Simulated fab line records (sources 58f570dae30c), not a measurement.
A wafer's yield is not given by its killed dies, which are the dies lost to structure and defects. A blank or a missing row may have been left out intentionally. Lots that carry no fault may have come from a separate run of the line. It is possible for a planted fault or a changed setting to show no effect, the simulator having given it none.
fab line records	flow berkeley_cmos170	part 1 of 2: steps 1 to 42 of 45
[record] lots = 6	wafers = 18	last_day = 13
route steps=331 shown ZERO@9 NWELL@14 PWELL@34 CONTACT@233 M3@331
lots with no fault: from the same line, run without faults
start_h: hours from the record's opening day to when the first of the lot's shown wafers began	wait_h: hours since the lot's step before	" unchanged from the row above	L1.1+2: a single row standing in for several wafers	- no value, or no start was given	* or withheld: withheld	< > ~ a bound
route shown NAME@n: NAME is a module with steps in the file, n the number in the route of the first one	usual: mean/standard deviation taken from wafers without a fault	same: alike in all rows	chamber/n: place in a boat	sites: readings site by site	_std_site: how widely they spread, as a standard deviation	_edge_site: outer sites' mean less inner sites'	radius_mm: for every site, how far away it sits from the centre of the wafer	mask NAME#n: copy n	behind: the most recent tool/chamber to have shaped the wafer	hold: reason for holding the lot/hours on hold/outcome of the hold	device: which transistor (n, p or np) failed to switch	end of line: the same wafers' tests at the end of the route	for a step that has no rows: nothing shown but its recipe	killed: dies lost to structure and defects at the first sort, not the wafer's yield	map: the dies of a wafer, with x for killed, . for not killed, _ for no die there
set.NAME: setting as actually run; set.NAME@STEP: the setting as run at that earlier step	model.NAME: the simulator's own value behind a step, which no gauge read
a table for each step, a row for each wafer; lots at some steps of the route
services: the hour from which a tool's chamber was out of use, counted from the record's first day as start_h (under 0 if before that day), plus the number of hours and why
[[steps]]
[step UCB170_ZERO_EXPOSE_03]
[recipe] mask_id = PM_MARKS	na = 0.5	sigma_outer = 0.6	source_shape = conventional	target_cd_nm = 4000	dose_mj = 30
[step UCB170_ZERO_PEB_04]
[recipe] peb_temp_c = 130	peb_time_s = withheld	resist = KrF
[step UCB170_ZERO_DEVELOP_05]
[recipe] developer = TMAH	develop_time_s = 45	resist = KrF	dev_temp_c = 21
[step UCB170_ZERO_ETCH_06]
[recipe] chemistry = CHF3/CF4/Ar	target = SiO2	time_s = 12	pressure_mtorr = 100	rf_w = 500	CHF3_flow_sccm = 50	cf4_flow_sccm = 10	Ar_flow_sccm = 120	over_etch_frac = 1.58
[usual] drypump_motor_current_A = 5.8/0.39	oes_product_au = 0.617/0.0084	throttle_valve_pct = 9.23/0.13
lot.wafer	tool	chamber	start_h	wait_h	drypump_motor_current_A	oes_product_au	rf_hours_counter_h	throttle_valve_pct
L331.1	rie_diel-04	2	31.23	-	5.0	0.627	82	9.25
L331.2	"	3	"	"	5.9	0.614	164	9.14
L331.4	"	1	"	"	6.3	0.608	31	9.06
L337.1	rie_diel-04	3	57.57	-	5.9	0.616	165	9.14
L337.4	"	3	"	"	6.0	0.613	-	9.14
L337.6	"	1	"	"	6.3	0.604	-	9.07
L346.1	rie_diel-02	3	101.81	-	6.1	0.612	61	9.31
L346.5	"	1	"	"	5.6	0.631	-	9.11
L346.6	"	3	"	"	6.1	0.607	-	9.30
L347.2	rie_diel-02	3	106.77	-	6.0	0.611	61	9.31
L347.3	"	2	"	"	5.5	0.617	138	9.30
L347.4	"	3	"	"	6.1	0.608	-	9.30
L350.2	rie_diel-04	3	126.03	-	5.9	0.609	1	9.15
L350.3	"	1	"	"	6.3	0.594	36	9.06
L350.4	"	0	"	"	5.8	0.618	2	9.00
L352.1	rie_diel-02	0	132.84	-	6.3	0.619	99	9.44
L352.5	"	2	"	"	5.5	0.620	-	9.29
L352.6	"	3	"	"	6.1	0.607	-	9.30
[step UCB170_ZERO_STRIP_07]
[recipe] chemistry = O2	power_w = 400	pressure_mtorr = 3500	platen_temp_c = withheld	o2_flow_sccm = 400	overash_fraction = 0.5
[usual] drypump_motor_current_A = 6.0/0.49	oes_product_au = 0.728/0.0044	strip_time_to_endpoint_s = 21.86/0.061
lot.wafer	tool	chamber	start_h	wait_h	drypump_motor_current_A	oes_product_au	rf_hours_counter_h	strip_time_to_endpoint_s
L331.1	plasma_asher-01	0	31.26	0.0	6.4	0.722	27	21.90
L331.2	"	1	"	"	5.4	0.733	27	21.90
L331.4	"	0	"	"	6.4	0.720	-	21.79
L337.1	plasma_asher-01	0	57.59	0.0	6.4	0.733	30	21.97
L337.4	"	1	"	"	5.4	0.728	-	21.96
L337.6	"	1	"	"	5.4	0.729	-	21.90
L346.1	plasma_asher-03	0	101.84	0.0	5.6	0.719	34	21.86
L346.5	"	1	"	"	5.3	0.730	-	21.96
L346.6	"	0	"	"	5.6	0.733	-	21.86
L347.2	plasma_asher-03	0	106.80	0.0	5.6	0.729	35	21.88
L347.3	"	0	"	"	5.6	0.717	-	21.92
L347.4	"	1	"	"	5.3	0.732	-	21.91
L350.2	plasma_asher-04	1	126.05	0.0	6.1	0.727	36	21.91
L350.3	"	1	"	"	6.1	0.733	-	21.83
L350.4	"	0	"	"	6.6	0.720	-	21.82
L352.1	plasma_asher-01	0	132.86	0.0	6.4	0.725	2	21.90
L352.5	"	0	"	"	6.3	0.726	-	21.88
L352.6	"	1	"	"	5.4	0.727	-	21.95
[step UCB170_NWELL_WET_ETCH_00]
[recipe] chemistry = dHF	dilution = 25:1	target = SiO2	temp_c = 25	time_s = 200
[step UCB170_NWELL_OXIDATION_01]
[recipe] temp_c = 1000	ambient = O2	target_thk_a = 264	ox_time_s = 1260
[step UCB170_NWELL_THK_MEAS_02]
[recipe] reads = SiO2_of_NWELL_OXIDATION_01
[usual] NWELL_OXIDE_THK = 26.7/0.41
lot.wafer	tool	chamber	start_h	wait_h	NWELL_OXIDE_THK[nm]
L331.1	film_metro-03	-	39.23	0.0	26.2
L331.2	"	-	"	"	26.3
L331.4	"	-	"	"	26.6
L337.1	film_metro-03	-	63.67	0.0	27.2
L337.4	"	-	"	"	27.4
L337.6	"	-	"	"	27.0
L346.1	film_metro-03	-	106.31	0.0	26.2
L346.5	"	-	"	"	26.2
L346.6	"	-	"	"	26.4
L347.2	film_metro-01	-	113.92	0.0	26.2
L347.3	"	-	"	"	26.5
L347.4	"	-	"	"	27.0
L350.2	film_metro-01	-	133.55	0.0	26.9
L350.3	"	-	"	"	27.4
L350.4	"	-	"	"	27.6
L352.1	film_metro-04	-	139.14	0.0	27.1
L352.5	"	-	"	"	26.9
L352.6	"	-	"	"	26.8
[step UCB170_NWELL_ANNEAL_03]
[recipe] temp_c = 1000	time_s = 900	ambient = N2
[step UCB170_NWELL_CVD_04]
[recipe] material = Si3N4	target_thk_nm = 224	temp_c = 800	precursor = SiH2Cl2/NH3	time_s = 3360	pressure_mtorr = 200	sih2cl2_flow_sccm = 25	nh3_flow_sccm = 75
[step UCB170_NWELL_THK_MEAS_05]
[recipe] reads = Si3N4_of_NWELL_CVD_04
[usual] NWELL_NITRIDE_THK = 224.0/2.5
lot.wafer	tool	chamber	start_h	wait_h	NWELL_NITRIDE_THK[nm]
L331.1	film_metro-01	-	50.41	0.0	224.3
L331.2	"	-	"	"	224.0
L331.4	"	-	"	"	223.4
L337.1	film_metro-01	-	69.52	0.0	220.0
L337.4	"	-	"	"	218.8
L337.6	"	-	"	"	218.8
L346.1	film_metro-04	-	114.49	0.0	222.2
L346.5	"	-	"	"	223.8
L346.6	"	-	"	"	224.6
L347.2	film_metro-01	-	124.50	0.0	226.1
L347.3	"	-	"	"	226.4
L347.4	"	-	"	"	227.3
L350.2	film_metro-01	-	142.30	0.0	225.6
L350.3	"	-	"	"	222.9
L350.4	"	-	"	"	223.1
L352.1	film_metro-04	-	146.22	0.0	220.8
L352.5	"	-	"	"	222.5
L352.6	"	-	"	"	221.3
[step UCB170_NWELL_HMDS_06]
[recipe] prime_time_s = 60	prime_temp_c = 100
[step UCB170_NWELL_COAT_07]
[recipe] resist = KrF	spin_rpm = 1500	resist_thk_nm = 900
[usual] exhaust_pa = 45.0/1.1
lot.wafer	tool	chamber	start_h	wait_h	exhaust_pa	model.KrF_of_NWELL_COAT_07.thk_nm
L331.1	litho_track-04	0	50.85	0.1	47.3	900.9
L331.2	"	0	"	"	45.3	898.9
L331.4	"	0	"	"	46.1	901.4
L337.1	litho_track-02	0	69.73	0.1	42.8	897.7
L337.4	"	0	"	"	41.1	898.7
L337.6	"	0	"	"	43.7	898
L346.1	litho_track-04	0	114.70	0.1	44.7	179.4
L346.5	"	0	"	"	44.2	180.4
L346.6	"	0	"	"	46.1	179.8
L347.2	litho_track-04	0	124.86	0.1	45.6	180.2
L347.3	"	0	"	"	45.1	180
L347.4	"	0	"	"	44.1	180.5
L350.2	litho_track-02	0	142.53	0.1	45.7	899
L350.3	"	0	"	"	45.4	899.7
L350.4	"	0	"	"	44.2	902.5
L352.1	litho_track-02	0	146.43	0.1	44.3	900.8
L352.5	"	0	"	"	44.3	898.4
L352.6	"	0	"	"	45.1	903.6
[step UCB170_NWELL_SOFTBAKE_08]
[recipe] resist = KrF	temp_c = 130	time_s = 60
[step UCB170_NWELL_EXPOSE_09]
[recipe] mask_id = NWELL	target_cd_nm = 3000	na = 0.5	sigma_outer = 0.6	source_shape = conventional	dose_mj = 25
[step UCB170_NWELL_PEB_10]
[recipe] peb_temp_c = 130	peb_time_s = withheld	resist = KrF
[step UCB170_NWELL_DEVELOP_11]
[recipe] developer = TMAH	develop_time_s = 45	resist = KrF	dev_temp_c = 21
[step UCB170_NWELL_OVL_MEAS_12]
[usual] NWELL_OVL = 0/4.3
lot.wafer	tool	chamber	start_h	wait_h	NWELL_OVL[nm]
L331.1	overlay-01	-	51.68	-	1
L331.2	"	-	"	"	7
L331.4	"	-	"	"	5
L337.1	overlay-01	-	70.77	-	-7
L337.4	"	-	"	"	2
L337.6	"	-	"	"	-8
L346.1	overlay-02	-	115.52	-	2
L346.5	"	-	"	"	0
L346.6	"	-	"	"	7
L347.2	overlay-01	-	126.31	-	1
L347.3	"	-	"	"	-3
L347.4	"	-	"	"	-2
L350.2	overlay-01	-	143.44	-	5
L350.3	"	-	"	"	6
L350.4	"	-	"	"	3
L352.1	overlay-01	-	147.53	-	0
L352.5	"	-	"	"	-4
L352.6	"	-	"	"	9
[step UCB170_NWELL_ETCH_13]
[recipe] chemistry = CH3F/Ar/O2	target = Si3N4	stop_on = SiO2	CH3F_flow_sccm = 20	Ar_flow_sccm = 50	O2_flow_sccm = 7	pressure_mtorr = 50	rf_w = 450	target_depth_a = 2464	over_etch_frac = 0.1	time_s = 154
[usual] drypump_motor_current_A = 5.8/0.34	oes_product_au = 0.944/0.012	throttle_valve_pct = 8.09/0.11
lot.wafer	tool	chamber	start_h	wait_h	drypump_motor_current_A	oes_product_au	rf_hours_counter_h	throttle_valve_pct	model.KrF_of_NWELL_COAT_07.thk_nm	model.NWELL.cd_nm
L331.1	rie_diel-02	1	51.72	0.0	5.5	0.964	116	7.95	726.6	3001
L331.2	"	3	"	"	6.1	0.931	59	8.11	722.6	3002
L331.4	"	0	"	"	6.2	0.944	97	8.23	726.4	3001
L337.1	rie_diel-01	0	70.80	0.0	5.2	0.939	12	7.93	720	3002
L337.4	"	3	"	"	5.6	0.943	9	8.20	724	3002
L337.6	"	2	"	"	6.1	0.931	-	8.13	719.9	3002
L346.1	rie_diel-02	3	115.56	0.0	6.1	0.920	61	8.13	0.5806	3065
L346.5	"	2	"	"	5.5	0.940	-	8.08	2.748	3066
L346.6	"	1	"	"	5.6	0.955	-	7.94	4.975	3064
L347.2	rie_diel-01	2	126.34	0.0	6.0	0.950	125	8.10	5.208	3063
L347.3	"	0	"	"	5.2	0.957	15	7.93	3.536	3064
L347.4	"	3	"	"	5.6	0.952	12	8.18	6.65	3065
L350.2	rie_diel-02	1	143.47	0.0	5.6	0.962	120	7.94	724.1	3001
L350.3	"	3	"	"	6.1	0.927	62	8.11	720.8	3000
L350.4	"	0	"	"	6.2	0.939	99	8.22	724.4	3000
L352.1	rie_diel-01	2	147.56	0.0	6.0	0.945	126	8.11	724.7	3001
L352.5	"	2	"	"	6.1	0.942	-	8.12	723.1	3002
L352.6	"	3	"	"	5.5	0.953	-	8.18	727.7	3001
[step UCB170_NWELL_IMPLANT_14]
[recipe] species = P	dose_cm2 = 1e+13	energy_kev = 152.5	tilt_deg = 7
[step UCB170_NWELL_STRIP_15]
[recipe] chemistry = O2	power_w = 400	pressure_mtorr = 3500	platen_temp_c = withheld	o2_flow_sccm = 400	overash_fraction = 0.5
[usual] drypump_motor_current_A = 6.2/0.36	oes_product_au = 0.721/0.0041	strip_time_to_endpoint_s = 18.04/0.076
lot.wafer	tool	chamber	start_h	wait_h	drypump_motor_current_A	oes_product_au	rf_hours_counter_h	strip_time_to_endpoint_s
L331.1	plasma_asher-04	1	51.97	0.1	6.1	0.723	27	18.13
L331.2	"	0	"	"	6.6	0.720	27	18.04
L331.4	"	1	"	"	6.1	0.723	-	18.14
L337.1	plasma_asher-04	0	71.05	0.1	6.6	0.725	29	17.97
L337.4	"	1	"	"	6.1	0.723	-	18.07
L337.6	"	1	"	"	6.1	0.718	-	17.97
L346.1	plasma_asher-02	1	115.81	0.1	5.9	0.237	38	0.09
L346.5	"	0	"	"	6.4	0.246	-	0.33
L346.6	"	1	"	"	5.9	0.234	-	0.51
L347.2	plasma_asher-01	0	126.59	0.1	6.4	0.245	1	0.51
L347.3	"	0	"	"	6.4	0.251	-	0.44
L347.4	"	1	"	"	5.4	0.238	-	0.55
L350.2	plasma_asher-01	0	143.72	0.1	6.4	0.726	3	18.08
L350.3	"	0	"	"	6.4	0.719	-	18.01
L350.4	"	1	"	"	5.4	0.729	-	18.09
L352.1	plasma_asher-01	0	147.81	0.1	6.4	0.721	4	18.10
L352.5	"	1	"	"	5.4	0.720	-	18.06
L352.6	"	0	"	"	6.4	0.716	-	18.17
[step UCB170_NWELL_TW_MEAS_16]
[usual] NWELL_TW = 1255/4.6
lot.wafer	tool	chamber	start_h	wait_h	NWELL_TW
L331.1	film_metro-04	-	52.07	0.1	1252
L331.2	"	-	"	"	1253
L331.4	"	-	"	"	1251
L337.1	film_metro-04	-	71.15	0.1	1258
L337.4	"	-	"	"	1254
L337.6	"	-	"	"	1258
L346.1	film_metro-04	-	115.91	0.1	1259
L346.5	"	-	"	"	1258
L346.6	"	-	"	"	1260
L347.2	film_metro-01	-	126.70	0.1	1253
L347.3	"	-	"	"	1256
L347.4	"	-	"	"	1252
L350.2	film_metro-03	-	143.83	0.1	1252
L350.3	"	-	"	"	1257
L350.4	"	-	"	"	1255
L352.1	film_metro-04	-	147.91	0.1	1255
L352.5	"	-	"	"	1263
L352.6	"	-	"	"	1259
[step UCB170_NWELL_CLEAN_17]
[recipe] chemistry = SPM	temp_c = 120	time_s = 600
[step UCB170_NWELL_WET_ETCH_18]
[recipe] chemistry = H3PO4	target = Si3N4	temp_c = 160	time_s = 14400
[step UCB170_NWELL_WET_ETCH_19]
[recipe] chemistry = BOE	dilution = 5:1	target = SiO2	temp_c = 25	time_s = 22
[step UCB170_PWELL_CLEAN_00]
[recipe] chemistry = SPM	temp_c = 120	time_s = 600
[step UCB170_PWELL_CLEAN_01]
[recipe] chemistry = dHF	dilution = 25:1	time_s = 60
[step UCB170_PWELL_OXIDATION_02]
[recipe] temp_c = 1000	ambient = O2	target_thk_a = 264	ox_time_s = 1260
[step UCB170_PWELL_THK_MEAS_03]
[recipe] reads = SiO2_of_PWELL_OXIDATION_02
[usual] PWELL_OXIDE_THK = 26.6/0.63
lot.wafer	tool	chamber	start_h	wait_h	PWELL_OXIDE_THK[nm]
L331.1	film_metro-04	-	65.98	0.0	27.2
L331.2	"	-	"	"	26.9
L331.4	"	-	"	"	27.0
L337.1	film_metro-01	-	79.87	0.1	26.7
L337.4	"	-	"	"	26.7
L337.6	"	-	"	"	26.7
L346.1	film_metro-04	-	128.69	0.0	26.5
L346.5	"	-	"	"	26.1
L346.6	"	-	"	"	26.5
L347.2	film_metro-02	-	136.55	0.0	28.0
L347.3	"	-	"	"	27.8
L347.4	"	-	"	"	27.8
L350.2	film_metro-02	-	153.91	0.0	26.7
L350.3	"	-	"	"	26.4
L350.4	"	-	"	"	26.3
L352.1	film_metro-02	-	160.84	0.0	26.1
L352.5	"	-	"	"	25.5
L352.6	"	-	"	"	25.7
[step UCB170_PWELL_ANNEAL_04]
[recipe] temp_c = 1000	time_s = 900	ambient = N2
[step UCB170_PWELL_CVD_05]
[recipe] material = Si3N4	target_thk_nm = 220	temp_c = 800	precursor = SiH2Cl2/NH3	time_s = 3300	pressure_mtorr = 200	sih2cl2_flow_sccm = 25	nh3_flow_sccm = 75
[step UCB170_PWELL_THK_MEAS_06]
[recipe] reads = Si3N4_of_PWELL_CVD_05
[usual] PWELL_NITRIDE_THK = 221.1/2.2
lot.wafer	tool	chamber	start_h	wait_h	PWELL_NITRIDE_THK[nm]
L331.1	film_metro-01	-	71.44	0.0	218.7
L331.2	"	-	"	"	218.1
L331.4	"	-	"	"	219.0
L337.1	film_metro-02	-	87.22	0.0	223.4
L337.4	"	-	"	"	222.9
L337.6	"	-	"	"	222.1
L346.1	film_metro-04	-	140.10	0.0	222.6
L346.5	"	-	"	"	220.7
L346.6	"	-	"	"	223.0
L347.2	film_metro-02	-	144.21	0.0	220.4
L347.3	"	-	"	"	222.4
L347.4	"	-	"	"	219.6
L350.2	film_metro-04	-	163.34	0.0	221.3
L350.3	"	-	"	"	219.2
L350.4	"	-	"	"	220.3
L352.1	film_metro-04	-	170.14	0.0	223.0
L352.5	"	-	"	"	221.5
L352.6	"	-	"	"	222.8
[step UCB170_PWELL_HMDS_07]
[recipe] prime_time_s = 60	prime_temp_c = 100
[step UCB170_PWELL_COAT_08]
[recipe] resist = KrF	spin_rpm = 1500	resist_thk_nm = 900
[step UCB170_PWELL_SOFTBAKE_09]
[recipe] resist = KrF	temp_c = 130	time_s = 60
[step UCB170_PWELL_EXPOSE_10]
[recipe] mask_id = PWELL	target_cd_nm = 3000	na = 0.5	sigma_outer = 0.6	source_shape = conventional	dose_mj = 19
[step UCB170_PWELL_PEB_11]
[recipe] peb_temp_c = 130	peb_time_s = withheld	resist = KrF
[step UCB170_PWELL_DEVELOP_12]
[recipe] developer = TMAH	develop_time_s = 45	resist = KrF	dev_temp_c = 21
[step UCB170_PWELL_OVL_MEAS_13]
[usual] PWELL_OVL = 0/4.8
lot.wafer	tool	chamber	start_h	wait_h	PWELL_OVL[nm]
L331.1	overlay-01	-	72.34	-	10
L331.2	"	-	"	"	3
L331.4	"	-	"	"	7
L337.1	overlay-01	-	89.57	-	1
L337.4	"	-	"	"	-5
L337.6	"	-	"	"	-1
L346.1	overlay-01	-	141.13	-	-6
L346.5	"	-	"	"	-8
L346.6	"	-	"	"	1
L347.2	overlay-02	-	145.11	-	-2
L347.3	"	-	"	"	-5
L347.4	"	-	"	"	-4
L350.2	overlay-02	-	165.04	-	-1
L350.3	"	-	"	"	-1
L350.4	"	-	"	"	2
L352.1	overlay-01	-	172.08	-	0
L352.5	"	-	"	"	3
L352.6	"	-	"	"	1
[step UCB170_PWELL_ETCH_14]
[recipe] chemistry = CH3F/Ar/O2	target = Si3N4	stop_on = SiO2	CH3F_flow_sccm = 20	Ar_flow_sccm = 50	O2_flow_sccm = 7	pressure_mtorr = 50	rf_w = 450	target_depth_a = 2420	over_etch_frac = 0.1	time_s = 151
[usual] drypump_motor_current_A = 5.7/0.42	oes_product_au = 0.944/0.012	throttle_valve_pct = 8.01/0.13
lot.wafer	tool	chamber	start_h	wait_h	drypump_motor_current_A	oes_product_au	rf_hours_counter_h	throttle_valve_pct
L331.1	rie_diel-04	3	72.37	0.0	6.0	0.933	165	7.99
L331.2	"	1	"	"	6.3	0.920	32	7.89
L331.4	"	1	"	"	6.3	0.920	-	7.89
L337.1	rie_diel-03	1	89.61	0.0	5.6	0.950	163	8.18
L337.4	"	0	"	"	5.6	0.961	125	8.02
L337.6	"	3	"	"	6.4	0.958	-	8.16
L346.1	rie_diel-01	3	141.16	0.0	5.6	0.949	13	8.18
L346.5	"	3	"	"	5.5	0.948	-	8.18
L346.6	"	0	"	"	5.3	0.959	-	7.93
L347.2	rie_diel-01	1	145.14	0.0	5.6	0.939	11	7.87
L347.3	"	3	"	"	5.5	0.951	13	8.18
L347.4	"	2	"	"	6.1	0.941	126	8.12
L350.2	rie_diel-04	2	165.07	0.0	4.9	0.956	90	8.04
L350.3	"	1	"	"	6.3	0.932	38	7.90
L350.4	"	3	"	"	5.9	0.934	3	7.99
L352.1	rie_diel-01	0	172.12	0.0	5.2	0.958	17	7.95
L352.5	"	2	"	"	6.1	0.951	-	8.11
L352.6	"	3	"	"	5.5	0.949	-	8.21
[step UCB170_PWELL_IMPLANT_15]
[recipe] species = B	dose_cm2 = 5e+12	energy_kev = 60	tilt_deg = 6.813
[step UCB170_PWELL_STRIP_16]
[recipe] chemistry = O2	power_w = 400	pressure_mtorr = 3500	platen_temp_c = withheld	o2_flow_sccm = 400	overash_fraction = 0.5
[usual] drypump_motor_current_A = 6.0/0.43	oes_product_au = 0.721/0.0046	strip_time_to_endpoint_s = 18.07/0.076
lot.wafer	tool	chamber	start_h	wait_h	drypump_motor_current_A	oes_product_au	rf_hours_counter_h	strip_time_to_endpoint_s
L331.1	plasma_asher-03	0	72.62	0.1	5.6	0.733	31	18.03
L331.2	"	1	"	"	5.3	0.721	31	18.05
L331.4	"	0	"	"	5.6	0.722	-	17.94
L337.1	plasma_asher-03	1	89.86	0.1	5.3	0.713	33	18.18
L337.4	"	0	"	"	5.6	0.722	-	18.20
L337.6	"	0	"	"	5.6	0.720	-	18.17
L346.1	plasma_asher-02	0	141.42	0.1	6.4	0.720	42	18.26
L346.5	"	1	"	"	5.9	0.723	-	18.21
L346.6	"	0	"	"	6.4	0.714	-	18.12
L347.2	plasma_asher-03	0	145.39	0.1	5.6	0.723	38	17.91
L347.3	"	0	"	"	5.6	0.719	-	18.07
L347.4	"	1	"	"	5.3	0.714	-	18.00
L350.2	plasma_asher-03	0	165.32	0.1	5.6	0.716	40	18.09
L350.3	"	1	"	"	5.3	0.720	-	18.13
L350.4	"	0	"	"	5.6	0.714	-	18.06
L352.1	plasma_asher-04	1	172.37	0.1	6.1	0.710	40	18.09
L352.5	"	0	"	"	6.6	0.728	-	18.08
L352.6	"	1	"	"	6.1	0.716	-	18.16
[[key]]
[first_sign] step = UCB170_NWELL_STRIP_15	reading = strip_time_to_endpoint_s	direction = down	sigmas = 99+	usual = *	struck = *
[effect] step = UCB170_NWELL_STRIP_15	reading = oes_product_au	direction = down	sigmas = 99+	usual = 0.721	struck = 0.242
[model_effect] step = UCB170_NWELL_COAT_07	value = KrF_of_NWELL_COAT_07.thk_nm	without = 900.2	struck = 180
[model_effect] step = UCB170_NWELL_ETCH_13	value = KrF_of_NWELL_COAT_07.thk_nm	without = 724.1	struck = 3.949
[model_effect] step = UCB170_CONTACT_ETCH_17	value = CONTACT.cd_nm	without = 701.1	struck = 697.9
[model_effect] step = UCB170_CONTACT_ETCH_18	value = CONTACT.cd_nm	without = 700.9	struck = 697.8
[model_effect] step = UCB170_M3_PROBE_99	value = etest.nwell.width_nm	without = 2369	struck = 2422
met_at UCB170_NWELL_COAT_07
struck_wafers L346.1,L346.5,L346.6,L347.2,L347.3,L347.4
tester_left_out L346,L347
[loop_trim] step = UCB170_CONTACT_EXPOSE_12	setting = dose	lots = L347
onset_between 50.85 114.70
also_fits UCB170_ZERO_STRIP_07:plasma_asher-03
[fault] kind = process_parameter_drift	tool = litho_track-04	chamber = -	onset_h = 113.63	steps = UCB170_NWELL_COAT_07	channel = resist_thk_nm	offset = *	shape = step	end_h = 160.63	acts_in = *	stated = *
// tester_left_out: of these lots the tester's yield and bins aren't shown, on N5 and GAA mostly nor the transistor test; their killed dies are dies lost to structure and defects alone, not to doping, threshold or leakage, so they don't give the yield
// loop_trim: a control loop set the setting to another value than it would have without faults
